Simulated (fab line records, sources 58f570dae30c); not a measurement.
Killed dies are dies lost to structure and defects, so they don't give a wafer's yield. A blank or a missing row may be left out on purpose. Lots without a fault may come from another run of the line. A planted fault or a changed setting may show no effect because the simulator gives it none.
Which tool did it? | flow berkeley_cmos170 | 7 lots, 21 wafers sampled, at 5 steps of a route of 331

WHAT THE GAUGES READ, wafer by wafer
UCB170_PSD_TW_MEAS_10.
lot  | measured     | on            | PSD_TW
L908 | day 8 07:46  | film_metro-02 | 2309 2305 2299
L911 | day 9 02:46  | film_metro-01 | 2336 2327 2326
L915 | day 9 03:13  | film_metro-01 | 2313 2332 2326
L913 | day 9 03:35  | film_metro-02 | 2322 2332 2324
L920 | day 10 16:45 | film_metro-01 | 2310 2320 2331
L927 | day 12 04:37 | film_metro-02 | 2454 2449 2459
L930 | day 12 13:04 | film_metro-03 | 2326 2349 2349

WHICH TOOL RAN EACH LOT (tool, then ch and the chambers of the sampled wafers, then the start)
lot  | UCB170_PVT_STRIP_08                  | UCB170_SPACER_CVD_00           | UCB170_PSD_IMPLANT_08           | UCB170_PSD_STRIP_09
L908 | plasma_asher-01 ch 0,1, day 7 05:26  | pecvd-02 ch 0,1,2, day 8 00:16 | implanter-04 ch 0, day 8 07:31  | plasma_asher-02 ch 0,1, day 8 07:39
L911 | plasma_asher-04 ch 0,1, day 7 15:04  | pecvd-03 ch 0,1,2, day 8 15:50 | implanter-03 ch 0, day 9 02:32  | plasma_asher-01 ch 1, day 9 02:39
L915 | plasma_asher-02 ch 0,1, day 7 23:15  | pecvd-04 ch 0,2, day 8 19:37   | implanter-02 ch 0, day 9 02:58  | plasma_asher-02 ch 0,1, day 9 03:07
L913 | plasma_asher-02 ch 0,1, day 7 23:58  | pecvd-03 ch 1,2, day 8 20:04   | implanter-02 ch 0, day 9 03:20  | plasma_asher-02 ch 0,1, day 9 03:29
L920 | plasma_asher-02 ch 0,1, day 9 12:37  | pecvd-03 ch 0,1, day 10 09:59  | implanter-02 ch 0, day 10 16:32 | plasma_asher-02 ch 0,1, day 10 16:40
L927 | plasma_asher-04 ch 0,1, day 11 01:13 | pecvd-02 ch 1,2, day 11 20:33  | implanter-02 ch 0, day 12 04:23 | plasma_asher-02 ch 0,1, day 12 04:31
L930 | plasma_asher-01 ch 0,1, day 11 09:26 | pecvd-03 ch 0,2, day 12 07:26  | implanter-03 ch 0, day 12 12:49 | plasma_asher-02 ch 0,1, day 12 12:58
- UCB170_PVT_STRIP_08: strips in O2.
- UCB170_SPACER_CVD_00: deposits SiO2 from TEOS/O2, target thk 376 nm, time 47 s.
- UCB170_PSD_IMPLANT_08
- UCB170_PSD_STRIP_09: strips in O2.

THE ANSWER, worked out from the rows above alone
Rule: what is usual is taken from the lots themselves. Put in order of their means at a reading, lots are off if they are a third of the lots or fewer, leave a main group of 4 or more, and stand apart from it by a gap of 3 or more times the standard deviation of the main group's means; of several such gaps the widest counts. A main group whose means are all the same, to the digits that the tables above print for the reading, isn't used. A lot without any number at a reading at which 4 lots or more have one is off too. The other lots that the step has rows for count as sound.
Off: L927, at UCB170_PSD_TW_MEAS_10 (PSD_TW). The main group: mean 2324, standard deviation 11.
A tool fits if, at a process step before that reading, it ran every lot that is off, and no sound lot after the first of them. The gauges at UCB170_PSD_TW_MEAS_10 are tried like those tools. Can't be told from this: 4 tools fit, plasma_asher-04 at UCB170_PVT_STRIP_08, pecvd-02 at UCB170_SPACER_CVD_00, implanter-02 at UCB170_PSD_IMPLANT_08, film_metro-02 at UCB170_PSD_TW_MEAS_10.

WHAT THE SIMULATOR HAD PUT IN
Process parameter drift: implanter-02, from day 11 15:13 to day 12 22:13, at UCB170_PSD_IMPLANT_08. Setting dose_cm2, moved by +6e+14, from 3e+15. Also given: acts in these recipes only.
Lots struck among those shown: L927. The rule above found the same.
